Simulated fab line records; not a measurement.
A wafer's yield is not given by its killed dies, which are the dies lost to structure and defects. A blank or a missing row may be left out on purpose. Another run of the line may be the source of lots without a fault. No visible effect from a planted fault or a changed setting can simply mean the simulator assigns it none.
One fault through the eyes of 2 desks || flow rit cmos || numbers are kept per desk, each desk with only its own; the story behind them comes last

TOOL OWNER'S DESK, rie diel-03
The tool's own readings at RIT_ACTIVE_ETCH_13 (etches Si3N4 in SF6, stops on SiO2, time 210 s, target depth 210 nm): means of the sampled wafers that have a number, for each lot that ran on this tool. A lot is out of limits, marked OUT, if its mean lies more than 4 standard deviations from the usual mean; the brackets give that distance.
Columns: A = drypump motor current A at RIT_ACTIVE_ETCH_13, usual 5.9 A; B = oes product au at RIT_ACTIVE_ETCH_13, usual 0.825 a.u.; C = throttle valve pct at RIT_ACTIVE_ETCH_13, usual 7.43 %
{"lot": "L772", "first seen here": "day 3 07:19", "A": 5.9, "B": 0.815, "C": 7.42}
{"lot": "L778", "first seen here": "day 4 15:10", "A": 5.9, "B": 0.800, "C": 7.41}
{"lot": "L781", "first seen here": "day 5 04:31", "A": 6.0, "B": 0.792, "C": 7.39}
This desk's finding: nothing out of limits on any of the 3 lots.

THE METROLOGY DESK
What the gauges read for every lot (on any tool): the sampled wafers with a number, averaged. A lot is out of limits, marked OUT, if its mean lies more than 4 standard deviations from the usual mean; the brackets give that distance.
Columns: A = ACTIVE_OXIDE_THK at RIT_ACTIVE_THK_MEAS_02, usual 47.4 nm; B = ACTIVE_NITRIDE_THK at RIT_ACTIVE_THK_MEAS_04, usual 150.1 nm; C = cd nm at RIT_ACTIVE_CD_MEAS_11, usual 1399.6 nm; D = cd nm at RIT_ACTIVE_CD_MEAS_90, usual 1399.6 nm; E = FOX1_OXIDE_THK at RIT_FOX1_THK_MEAS_01, usual 352 nm; F = FOX2_OXIDE_THK at RIT_FOX2_THK_MEAS_01, usual 352 nm; G = FIELD_OXIDE_LEFT_1_THK at RIT_FOX2_THK_MEAS_90, usual 325 nm
{"lot": "L764", "first seen here": "day 1 14:18", "A": 48.8, "B": 150.8, "C": 1400.1, "D": 1400.0, "E": 345, "F": 351, "G": 324}
{"lot": "L772", "first seen here": "day 3 04:03", "A": 46.7, "B": 146.8, "C": 1398.7, "D": 1398.4, "E": 351, "F": 352, "G": 324}
{"lot": "L778", "first seen here": "day 4 12:31", "A": 47.7, "B": 151.0, "C": 1398.7, "D": 1398.4, "E": 346, "F": 349, "G": 322}
{"lot": "L781", "first seen here": "day 5 01:04", "A": 47.0, "B": 150.1, "C": 1396.0, "D": 1395.6, "E": 355, "F": 356, "G": 329}
{"lot": "L785", "first seen here": "day 5 21:58", "A": 45.8, "B": 149.3, "C": 1397.8, "D": 1397.6, "E": 353, "F": 352, "G": 325}
{"lot": "L786", "first seen here": "day 6 02:26", "A": 48.9, "B": 149.7, "C": 1397.6, "D": 1397.9, "E": 351, "F": 344, "G": 316}
This desk's finding: nothing out of limits on any of the 6 lots.

BROUGHT TOGETHER
Nothing out of limits was seen by the tool owner's desk.
Metrology desk: nothing out of limits seen.

WHAT HAD BEEN PUT IN BY THE SIMULATOR
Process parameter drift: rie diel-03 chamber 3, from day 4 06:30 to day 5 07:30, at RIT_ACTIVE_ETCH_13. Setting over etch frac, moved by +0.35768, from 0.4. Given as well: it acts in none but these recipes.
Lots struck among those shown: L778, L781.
